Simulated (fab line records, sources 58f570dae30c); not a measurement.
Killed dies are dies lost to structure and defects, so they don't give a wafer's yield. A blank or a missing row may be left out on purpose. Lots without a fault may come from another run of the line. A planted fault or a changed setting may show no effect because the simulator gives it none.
Which tool did it? | flow berkeley_cmos170 | 14 lots, 41 wafers sampled, at 4 steps of a route of 331

WHAT THE GAUGES READ, wafer by wafer
UCB170_V2_BOW_MEAS_03.
lot  | measured     | on            | V2_BOW (um)
L551 | day 7 23:06  | film_metro-03 | 37 37 23
L554 | day 8 09:23  | film_metro-03 | 26 37 35
L553 | day 8 20:05  | film_metro-02 | 29 34 38
L559 | day 9 16:22  | film_metro-01 | 24 37
L563 | day 10 02:34 | film_metro-02 | 35 47 31
L562 | day 10 03:01 | film_metro-01 | 35 31 34
L561 | day 10 03:16 | film_metro-02 | 36 36 46
L564 | day 10 12:26 | film_metro-01 | 39 43 36
L566 | day 10 14:26 | film_metro-02 | 41 53 44
L565 | day 10 15:02 | film_metro-02 | 41 41 31
L568 | day 11 03:13 | film_metro-03 | 32 31 33
L569 | day 11 15:35 | film_metro-03 | 38 45 34
L573 | day 12 16:14 | film_metro-02 | 48 37 37
L572 | day 12 16:47 | film_metro-01 | 26 33 25

UCB170_M3_THK_MEAS_03: measures by xrf.
lot  | measured     | on            | M3_AL_THK (nm)
L551 | day 8 01:21  | film_metro-01 | 883 874 876
L554 | day 8 11:24  | film_metro-04 | 904 893 901
L553 | day 8 22:44  | film_metro-01 | 892 893 906
L559 | day 9 18:49  | film_metro-04 | 890 917
L563 | day 10 04:37 | film_metro-01 | 907 892 905
L562 | day 10 05:36 | film_metro-04 | 887 901 903
L561 | day 10 05:59 | film_metro-03 | 908 896 892
L564 | day 10 14:51 | film_metro-04 | 899 886 891
L566 | day 10 17:22 | film_metro-03 | 899 893 890
L565 | day 10 17:38 | film_metro-03 | 890 892 894
L568 | day 11 05:46 | film_metro-04 | 915 910 907
L569 | day 11 18:32 | film_metro-01 | 888 880 895
L573 | day 12 18:26 | film_metro-03 | 903 912 910
L572 | day 12 20:26 | film_metro-01 | 918 912 911

UCB170_M3_BOW_MEAS_20.
lot  | measured     | on            | M3_BOW (um)
L551 | day 8 04:11  | film_metro-01 | 34 36 22
L554 | day 8 15:05  | film_metro-04 | 27 38 35
L553 | day 9 01:19  | film_metro-03 | 29 32 35
L559 | day 9 21:50  | film_metro-04 | 26 38
L563 | day 10 07:43 | film_metro-03 | 32 45 28
L562 | day 10 08:43 | film_metro-04 | 36 32 35
L561 | day 10 09:10 | film_metro-03 | 35 34 44
L564 | day 10 17:58 | film_metro-04 | 41 45 36
L566 | day 10 20:21 | film_metro-01 | 39 50 41
L565 | day 10 20:34 | film_metro-01 | 39 38 27
L568 | day 11 08:28 | film_metro-01 | 30 29 32
L569 | day 11 21:26 | film_metro-01 | 37 43 31
L573 | day 12 22:54 | film_metro-03 | 45 34 34
L572 | day 12 23:37 | film_metro-01 | 23 32 24

WHICH TOOL RAN EACH LOT (tool, then ch and the chambers of the sampled wafers, then the start)
lot  | UCB170_M3_METAL_ETCH_18
L551 | rie_metal-04 ch 0,1, day 8 03:45
L554 | rie_metal-01 ch 0, day 8 14:41
L553 | rie_metal-04 ch 0,1, day 9 00:55
L559 | rie_metal-01 ch 0,1, day 9 21:28
L563 | rie_metal-02 ch 0,1, day 10 07:19
L562 | rie_metal-04 ch 0,1, day 10 08:17
L561 | rie_metal-01 ch 0,1, day 10 08:46
L564 | rie_metal-04 ch 0,1, day 10 17:34
L566 | rie_metal-02 ch 0,1, day 10 19:57
L565 | rie_metal-04 ch 0,1, day 10 20:07
L568 | rie_metal-02 ch 0,1, day 11 08:02
L569 | rie_metal-04 ch 0,1, day 11 21:02
L573 | rie_metal-02 ch 1, day 12 22:17
L572 | rie_metal-01 ch 0,1, day 12 23:12
- UCB170_M3_METAL_ETCH_18: etches Al in Cl2/BCl3, stops on SiO2, target depth 1170 nm, time 195 s.

WHAT THE TOOLS THEMSELVES READ (means of the sampled wafers that have a number; where no wafer has one, the mark that the record gives instead)
UCB170_M3_METAL_ETCH_18.
lot  | tool         | bcl3_flow_sccm (sccm) | drypump_motor_current_A (A) | oes_product_au (a.u.) | rf_fwd_power_W (W) | throttle_valve_pct (%)
L551 | rie_metal-04 | 45.01                 | 5.8                         | 0.855                 | 597.7              | 24.39
L554 | rie_metal-01 | 45.08                 | 5.6                         | 0.858                 | 595.1              | 24.17
L553 | rie_metal-04 | 45.08                 | 5.8                         | 0.864                 | 597.0              | 24.38
L559 | rie_metal-01 | 45.03                 | 5.3                         | 0.863                 | 596.8              | 24.09
L563 | rie_metal-02 | 44.96                 | 5.3                         | 0.853                 | 598.6              | 24.52
L562 | rie_metal-04 | 45.00                 | 5.8                         | 0.856                 | 594.9              | 24.39
L561 | rie_metal-01 | 44.76                 | 5.2                         | 0.858                 | 598.9              | 24.06
L564 | rie_metal-04 | 45.01                 | 5.6                         | 0.858                 | 595.9              | 24.36
L566 | rie_metal-02 | 44.94                 | 5.3                         | 0.849                 | 597.8              | 24.52
L565 | rie_metal-04 | 44.96                 | 5.8                         | 0.858                 | 598.2              | 24.38
L568 | rie_metal-02 | 44.87                 | 5.3                         | 0.855                 | 596.3              | 24.53
L569 | rie_metal-04 | 44.97                 | 5.8                         | 0.855                 | 594.6              | 24.43
L573 | rie_metal-02 | 44.99                 | 5.1                         | 0.856                 | 597.6              | 24.48
L572 | rie_metal-01 | 44.98                 | 5.4                         | 0.867                 | 596.9              | 24.10

THE ANSWER, worked out from the rows above alone
Rule: what is usual is taken from the lots themselves. Put in order of their means at a reading, lots are off if they are a third of the lots or fewer, leave a main group of 4 or more, and stand apart from it by a gap of 3 or more times the standard deviation of the main group's means; of several such gaps the widest counts. A main group whose means are all the same, to the digits that the tables above print for the reading, isn't used. A lot without any number at a reading at which 4 lots or more have one is off too. The other lots that the step has rows for count as sound. The gauges are gone through in route order, then the tools' own readings, and for those a lot's mean is taken as printed above. The first step at which some lot is off is used, and at that step the reading that is off furthest; a lot without a number counts as furthest.
No lot is off at any reading shown: from this, nothing can be told.

WHAT THE SIMULATOR HAD PUT IN
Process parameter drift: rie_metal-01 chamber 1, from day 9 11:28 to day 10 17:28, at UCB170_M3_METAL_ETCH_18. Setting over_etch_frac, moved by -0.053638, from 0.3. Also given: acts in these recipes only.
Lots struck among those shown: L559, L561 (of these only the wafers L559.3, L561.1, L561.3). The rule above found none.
